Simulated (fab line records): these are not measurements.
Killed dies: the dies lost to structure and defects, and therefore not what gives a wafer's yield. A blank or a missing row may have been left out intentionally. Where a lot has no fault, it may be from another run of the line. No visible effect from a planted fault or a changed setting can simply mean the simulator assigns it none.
Split-lot experiment -- flow berkeley_cmos170 -- route with 331 steps; 5 lots, 23 wafers read

## ON THE SPLIT
At UCB170_NLDD_COAT_01 (resist thk 900 nm), the setting resist_thk_nm was moved away from the recipe's 900 nm on 10 of the 23 wafers read, by -4.5% to +5.2%. This setting was run at the recipe's value on the other wafers.

The split's own step is where the reading is taken.

## THE READING
KrF_of_NLDD_COAT_01.thk_nm (the simulator's own value, which no gauge read), in nm, at UCB170_NLDD_COAT_01 (resist thk 900 nm). There is no usual value for it anywhere in the file. Average 899.0 nm, standard deviation 3.7 nm, over the 13 wafers here run with the recipe.

wafer,"tool, chamber at the split","resist_thk_nm as run, nm",against the recipe,"KrF_of_NLDD_COAT_01.thk_nm, nm",against lot-mates on the recipe
L075.1,"litho_track-01, 0",900,recipe,906.1,-
L075.2,"litho_track-01, 0",900,recipe,905.8,-
L075.4,"litho_track-01, 0",859.7,-4.5%,862.6,-43.4
L075.5,"litho_track-01, 0",859.7,-4.5%,863,-43.0
L075.6,"litho_track-01, 0",859.7,-4.5%,862.9,-43.1
L080.1,"litho_track-03, 0",900,recipe,897,-
L080.5,"litho_track-03, 0",900,recipe,896.4,-
L080.6,"litho_track-03, 0",900,recipe,894,-
L076.1,"litho_track-01, 0",900,recipe,902.1,-
L076.2,"litho_track-01, 0",946.5,+5.2%,947.8,+47.1
L076.3,"litho_track-01, 0",900,recipe,900.1,-
L076.5,"litho_track-01, 0",946.5,+5.2%,949.2,+48.5
L076.6,"litho_track-01, 0",900,recipe,899.9,-
L079.1,"litho_track-03, 0",870.3,-3.3%,868.2,-30.4
L079.2,"litho_track-03, 0",870.3,-3.3%,867.9,-30.7
L079.3,"litho_track-03, 0",900,recipe,898.1,-
L079.5,"litho_track-03, 0",900,recipe,898.4,-
L079.6,"litho_track-03, 0",900,recipe,899.2,-
L084.1,"litho_track-04, 0",930.9,+3.4%,927.8,+32.8
L084.2,"litho_track-04, 0",900,recipe,894.2,-
L084.3,"litho_track-04, 0",930.9,+3.4%,927,+32.0
L084.4,"litho_track-04, 0",900,recipe,895.8,-
L084.6,"litho_track-04, 0",930.9,+3.4%,925.9,+30.9

FIT RESULTS
A straight line over all 23 wafers: KrF_of_NLDD_COAT_01.thk_nm changes by +8.72 nm for each +1% of resist_thk_nm; r = +0.99; the points scatter about the line by 3.6 nm.
The same after taking each lot's own level away (the mean of its wafers on the recipe; 23 wafers): +9.39 nm for each +1%; r = +1.00; scatter 0.9 nm.
Per that fit: largest resist_thk_nm move, reading shift of 49 nm.
Measured against the standard deviation above, the lots' own levels, which go from 895.00 to 905.95 nm, span 3.0 times it.
Hence the lot-to-lot level has little effect on the slope; both slopes agree.
Check: for one of the wafers moved furthest among these (+5.2%), held out of the fit, the line's prediction against its lot-mates is +48.6 nm. It came out at +47.1 nm against them.

## THE OTHER SPLITS THESE WAFERS WENT THROUGH
Other splits were also applied to these wafers ahead of the reading. Each is held against what the fit with the lots' levels taken away leaves over:
other split on the same wafers,wafers away from the commonest value,r with KrF_of_NLDD_COAT_01.thk_nm (lot level and that fit taken away)
UCB170_NWELL_OXIDATION_01 ox_time_s,18,-0.01
UCB170_PWELL_OXIDATION_02 ox_time_s,10,-0.02
UCB170_PWELL_ETCH_14 time_s,7,+0.00
UCB170_ACTIVE_OXIDATION_02 ox_time_s,18,+0.05
UCB170_PFIELD_COAT_01 resist_thk_nm,11,-0.16
UCB170_PFIELD_IMPLANT_07 dose_cm2,9,-0.16
UCB170_SACOX_OXIDATION_01 ox_time_s,15,-0.17
UCB170_GATE_CVD_04 temp_c,18,+0.01

## THE WHOLE CHAIN: every reading that the file lists as answering this split, in the file's order
step,what it does,reading,change (the file's fit),r (the file's)
UCB170_NLDD_COAT_01,resist thk 900 nm,"KrF_of_NLDD_COAT_01.thk_nm (the simulator's own value, which no gauge read)",+9.37 nm for each +1% of the setting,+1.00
UCB170_NLDD_STRIP_10,strips in O2,strip_time_to_endpoint_s,withheld for each +1% of the setting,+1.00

## THE FILE'S OWN FIT
KrF_of_NLDD_COAT_01.thk_nm changes by +9.37 nm for each +1% of resist_thk_nm, r = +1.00.
